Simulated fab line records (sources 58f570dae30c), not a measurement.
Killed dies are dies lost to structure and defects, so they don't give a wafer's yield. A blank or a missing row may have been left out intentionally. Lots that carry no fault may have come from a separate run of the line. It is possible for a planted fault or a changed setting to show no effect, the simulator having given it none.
Which of the tools did it? / flow berkeley-cmos170 / 10 lots with 30 wafers sampled at 3 steps, on a route of 331 steps

== WHAT THE GAUGES READ, wafer by wafer ==
UCB170_NLDD_TW_MEAS_11. Usual: for NLDD_TW the level is 2228 and the standard deviation is 15.
lot=L975; measured=day 6 08:26; on=film-metro-02; NLDD_TW=2241 2243 2244; flag=
lot=L976; measured=day 6 09:20; on=film-metro-02; NLDD_TW=2235 2236 2243; flag=
lot=L977; measured=day 6 12:08; on=film-metro-03; NLDD_TW=2228 2213 2224; flag=
lot=L983; measured=day 7 21:36; on=film-metro-02; NLDD_TW=2354 2362 2358; flag=OFF
lot=L985; measured=day 8 03:03; on=film-metro-03; NLDD_TW=2332 2332 2346; flag=OFF
lot=L987; measured=day 8 13:29; on=film-metro-03; NLDD_TW=2332 2342 2336; flag=OFF
lot=L989; measured=day 9 11:43; on=film-metro-03; NLDD_TW=2209 2202 2210; flag=
lot=L991; measured=day 9 16:59; on=film-metro-03; NLDD_TW=2191 2207 2199; flag=
lot=L994; measured=day 10 10:34; on=film-metro-02; NLDD_TW=2236 2239 2242; flag=
lot=L996; measured=day 10 11:24; on=film-metro-02; NLDD_TW=2244 2240 2247; flag=

UCB170_SDANNEAL_RS_MEAS_05: the measuring method here is four-point-probe. Usual: for NLDD_RS the level is 616.4 ohm/sq and the standard deviation is 1.4.
lot=L975; measured=day 6 21:37; on=film-metro-02; NLDD_RS (ohm/sq)=617.1 618.3 617.3; flag=
lot=L976; measured=day 6 21:23; on=film-metro-04; NLDD_RS (ohm/sq)=614.7 615.4 618.1; flag=
lot=L977; measured=day 6 21:35; on=film-metro-03; NLDD_RS (ohm/sq)=616.7 616.3 617.8; flag=
lot=L983; measured=day 8 12:46; on=film-metro-04; NLDD_RS (ohm/sq)=535.6 535.9 537.5; flag=OFF
lot=L985; measured=day 8 13:14; on=film-metro-04; NLDD_RS (ohm/sq)=537.1 535.7 535.7; flag=OFF
lot=L987; measured=day 8 23:22; on=film-metro-02; NLDD_RS (ohm/sq)=538.4 538.0 538.7; flag=OFF
lot=L989; measured=day 9 20:31; on=film-metro-04; NLDD_RS (ohm/sq)=617.2 615.7 615.5; flag=
lot=L991; measured=day 10 05:34; on=film-metro-02; NLDD_RS (ohm/sq)=618.6 618.5 617.8; flag=
lot=L994; measured=day 10 21:08; on=film-metro-02; NLDD_RS (ohm/sq)=614.7 616.2 616.1; flag=
lot=L996; measured=day 10 20:56; on=film-metro-04; NLDD_RS (ohm/sq)=616.3 616.1 614.8; flag=

== WHAT TOOL EACH LOT RAN ON (gives the tool, then ch and the chambers of the sampled wafers, and finally the start) ==
lot=L975; UCB170_NLDD_IMPLANT_08=implanter-01 ch 0, day 6 08:02
lot=L976; UCB170_NLDD_IMPLANT_08=implanter-03 ch 0, day 6 08:57
lot=L977; UCB170_NLDD_IMPLANT_08=implanter-04 ch 0, day 6 11:44
lot=L983; UCB170_NLDD_IMPLANT_08=implanter-03 ch 0, day 7 21:12
lot=L985; UCB170_NLDD_IMPLANT_08=implanter-03 ch 0, day 8 02:39
lot=L987; UCB170_NLDD_IMPLANT_08=implanter-03 ch 0, day 8 13:08
lot=L989; UCB170_NLDD_IMPLANT_08=implanter-01 ch 0, day 9 11:21
lot=L991; UCB170_NLDD_IMPLANT_08=implanter-01 ch 0, day 9 16:35
lot=L994; UCB170_NLDD_IMPLANT_08=implanter-01 ch 0, day 10 10:11
lot=L996; UCB170_NLDD_IMPLANT_08=implanter-01 ch 0, day 10 11:00
- UCB170_NLDD_IMPLANT_08

== WHAT THE TOOLS THEMSELVES READ (means of the sampled wafers that have a number; where no wafer has one, the mark that the record gives instead) ==
UCB170_NLDD_IMPLANT_08. Usual: beam-on-s 9.99 s, standard deviation 0.19; dose-ions-cm2 5.001e+13, standard deviation 5.3e+10; faraday-current-uA 158.7, standard deviation 3.
lot=L975; tool=implanter-01; beam-on-s (s)=10.14; dose-ions-cm2=5.003e+13; faraday-current-uA=156.9; flag=
lot=L976; tool=implanter-03; beam-on-s (s)=9.94; dose-ions-cm2=5.000e+13; faraday-current-uA=159.6; flag=
lot=L977; tool=implanter-04; beam-on-s (s)=9.87; dose-ions-cm2=5.001e+13; faraday-current-uA=160.3; flag=
lot=L983; tool=implanter-03; beam-on-s (s)=9.96; dose-ions-cm2=7.249e+13; faraday-current-uA=230.8; flag=OFF
lot=L985; tool=implanter-03; beam-on-s (s)=10.13; dose-ions-cm2=7.251e+13; faraday-current-uA=227.4; flag=OFF
lot=L987; tool=implanter-03; beam-on-s (s)=10.11; dose-ions-cm2=7.250e+13; faraday-current-uA=227.6; flag=OFF
lot=L989; tool=implanter-01; beam-on-s (s)=10.01; dose-ions-cm2=5.006e+13; faraday-current-uA=159.0; flag=
lot=L991; tool=implanter-01; beam-on-s (s)=10.03; dose-ions-cm2=4.996e+13; faraday-current-uA=158.2; flag=
lot=L994; tool=implanter-01; beam-on-s (s)=9.99; dose-ions-cm2=5.003e+13; faraday-current-uA=158.5; flag=
lot=L996; tool=implanter-01; beam-on-s (s)=9.93; dose-ions-cm2=4.999e+13; faraday-current-uA=159.6; flag=

== THE ANSWER, worked out from the rows above alone ==
Rule: a lot counts as off when the mean over its wafers that have a number is more than 3 standard deviations away from the usual mean. Also off: a lot with no number at a reading for which 4 or more lots have one. Where the step has rows for the other lots, those lots are counted as sound. First the gauges in route order, then the tools' own readings, where a lot's mean is used as printed above. At the first step where some lot is off, the reading lying furthest off is the one used; lots without a number count as furthest.
Off: L983, L985, L987, at UCB170_NLDD_TW_MEAS_11 (NLDD_TW).
If a tool, at a process step before that reading, ran all the lots that are off and no sound lot after the first of them, it fits. The gauges at UCB170_NLDD_TW_MEAS_11 aren't tried: what is off there is off at UCB170_NLDD_IMPLANT_08 too, on other tools, and a gauge's error can't cause that. One candidate fits, namely implanter-03 at UCB170_NLDD_IMPLANT_08. A fault onset in the window from L976 (day 6 08:57, its last sound lot) to L983 (day 7 21:12, its first lot off) fits.
The tool's own readings at UCB170_NLDD_IMPLANT_08 bear it out: on the lots that are off they differ by more than 5 times the standard deviation of the sound lots' means. dose-ions-cm2 reads 7.250e+13 there against 5.001e+13 on the sound lots; faraday-current-uA reads 228.6 there against 158.9 on the sound lots.

== WHAT HAD BEEN PUT IN BY THE SIMULATOR ==
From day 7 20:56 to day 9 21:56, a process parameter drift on implanter-03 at UCB170_NLDD_IMPLANT_08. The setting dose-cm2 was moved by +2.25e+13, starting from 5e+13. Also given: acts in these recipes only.
Shown lots that were struck: L983, L985, L987. The rule above found the same.
